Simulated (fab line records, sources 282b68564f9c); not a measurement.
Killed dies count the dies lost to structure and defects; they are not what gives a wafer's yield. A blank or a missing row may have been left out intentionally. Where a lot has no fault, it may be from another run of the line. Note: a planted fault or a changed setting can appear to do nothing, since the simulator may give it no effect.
Struck lot and sound lot, side by side	flow ritCmos	23 out of 202 route steps
Sound: wafers L891.1, L891.2, L891.4. Wafers struck: L900.1, L900.2, L900.5. Last of all comes the cause.
At each step with rows: each side's tool, then ch and its chambers, then its first start. Under that, the readings that differ: sound wafers	struck wafers	difference of the means	sigmas: that difference in standard deviations of wafers without a fault.
alike: readings with means less than 2 such deviations apart, plus words and numbers identical on both sides. not compared: withheld readings, readings lacking a value on some wafer, bounds such as >300 that could conceal the same value, and numbers that have no deviation in the record and whose values overlap.
A row with sigmas, a row that says differs or no value, or rows on one side alone: a step with any of these is where the two part. Non-overlapping numbers with no deviation appear without sigmas and do not part them. A reading that every wafer of one side lacks parts them only if that side has two wafers or more.

first, 5 steps without rows for these wafers: RIT_GATE_WET_ETCH_00 (etches SiO2 in BOE, target depth 56 nm, time 60 s); RIT_GATE_CLEAN_01 (cleans in SC1, time 600 s); RIT_GATE_CLEAN_02 (cleans in dHF, time 30 s); RIT_GATE_CLEAN_03 (cleans in SC2, time 600 s); RIT_GATE_CLEAN_04 (cleans in dHF, time 60 s).
RIT_FOX2_THK_MEAS_91:
  sound on filmMetro-02 at day 3 16:02; struck on filmMetro-01 at day 5 19:35
  alike: FIELD_OXIDE_LEFT_2_THK
then, 2 steps without rows for these wafers: RIT_GATE_OXIDATION_05 (target thk 3 nm, ox time 270 s); RIT_GATE_ANNEAL_06 (time 600 s).
RIT_GATE_THK_MEAS_07:
  sound on filmMetro-02 at day 3 22:32; struck on filmMetro-01 at day 6 06:26
  alike: GATE_OXIDE_THK
then, 1 step without rows for these wafers: RIT_GATE_CVD_08 (deposits poly-Si from SiH4, target thk 250 nm, time 2220 s).
RIT_GATE_THK_MEAS_09:
  sound on filmMetro-02 at day 4 00:13; struck on filmMetro-03 at day 6 08:07
  alike: GATE_POLY_THK
then, 1 step without rows for these wafers: RIT_GATE_HMDS_10 (prime time 60 s).
RIT_GATE_COAT_11: resist thk 850 nm.
  sound on lithoTrack-04 ch 0, day 4 00:26; struck on lithoTrack-01 ch 0, day 6 08:20
reading	sound	struck	difference	sigmas
spinSpeedRpm (rpm)	4251 4250 4251	3734 3732 3735	-517	-99 or more
model.NOVOLAK_of_GATE_COAT_11.thkNm (nm)	848 847.2 847.6	911.6 908.6 908.1	+61.8	
  alike: chillPlateTempC
then, 3 steps without rows for these wafers: RIT_GATE_SOFTBAKE_12 (time 60 s); RIT_GATE_EXPOSE_13 (exposes mask M6, target cd 150 nm); RIT_GATE_PEB_14.
RIT_GATE_DEVELOP_15: develop time 51.85 s.
  sound: lithoTrack-03 ch 0; struck: lithoTrack-03 ch 0
reading	sound	struck	difference	sigmas
model.GATE.cdNm (nm)	152.5 150.8 150.4	159 156.4 157	+6	
  alike: chillPlateTempC
RIT_GATE_CD_MEAS_16 targets a cd of 150 nm.
  sound on cdSem-02 at day 4 01:08; struck on cdSem-02 at day 6 09:02
reading	sound	struck	difference	sigmas
cdNm (nm)	152.2 150.8 150.1	159.0 156.3 156.6	+6.3	+3
RIT_GATE_OVL_MEAS_17:
  sound on overlay-01 at day 4 01:15; struck on overlay-01 at day 6 09:09
  alike: GATE_OVL
then, 1 step without rows for these wafers: RIT_GATE_HARDBAKE_18 (time 60 s).
RIT_GATE_ETCH_19: etches poly-Si in SF6/CHF3/O2, stops on SiO2, time 165 s, target depth 312.5 nm.
  sound on rieSi-01 ch 1,2,3, day 4 01:26; struck on rieSi-02 ch 1,3, day 6 09:20
reading	sound	struck	difference	sigmas
model.NOVOLAK_of_GATE_COAT_11.thkNm (nm)	666 669.2 666.6	727.9 719 719	+54.7	
model.GATE.cdNm (nm)	152.5 150.9 150.6	159.1 156.1 156.7	+6.0	
  alike: O2_flow_sccm, drypumpMotorCurrentA, oesProductAu, throttleValvePct
  not compared: rfHoursCounterH
RIT_GATE_STRIP_20: strips in O2, time 180 s.
  sound on plasmaAsher-01 ch 0,1, day 4 01:32; struck on plasmaAsher-01 ch 0,1, day 6 09:26
  alike: drypumpMotorCurrentA
  not compared: rfHoursCounterH
RIT_M1_PROBE_99:
  sound on prober-01 at day 5 01:34; struck on prober-02 at day 7 08:46
reading	sound	struck	difference	sigmas
model.etest.nmos_0p15.rOnOhmUm	1099 1099 1065	1126 1184 1124	+57	
model.etest.nmos_0p15.driveUaUm	486.1 485.5 502.4	464.3 465.4 473.1	-23.7	
model.etest.pmos_0p15.driveUaUm	262.6 260.6 269.5	253.9 258.2 259.9	-6.9	
model.etest.npolyLine.lineOhmUm	164.4 166.6 165.2	151.8 157.5 154.9	-10.7	
model.etest.ppolyLine.lineOhmUm	157.3 160 159.3	147.1 153.3 150.1	-8.7	
  alike: killedAtFrontEnd, killedDies, killedOpen, killedShort
  not compared: model.etest.pmos_0p15.rOnOhmUm, model.etest.pmosTurned.rOnOhmUm, model.etest.pmosTurned.driveUaUm

## WHERE THEY PART
First at RIT_GATE_COAT_11; last, within this record, at RIT_GATE_CD_MEAS_16. Later steps at which nothing parts them and some readings are alike: RIT_GATE_OVL_MEAS_17, RIT_GATE_ETCH_19, RIT_GATE_STRIP_20, RIT_M1_PROBE_99.

WHY: what the simulator had put in
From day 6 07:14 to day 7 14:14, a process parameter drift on lithoTrack-01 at RIT_GATE_COAT_11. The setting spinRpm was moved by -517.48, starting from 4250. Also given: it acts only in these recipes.
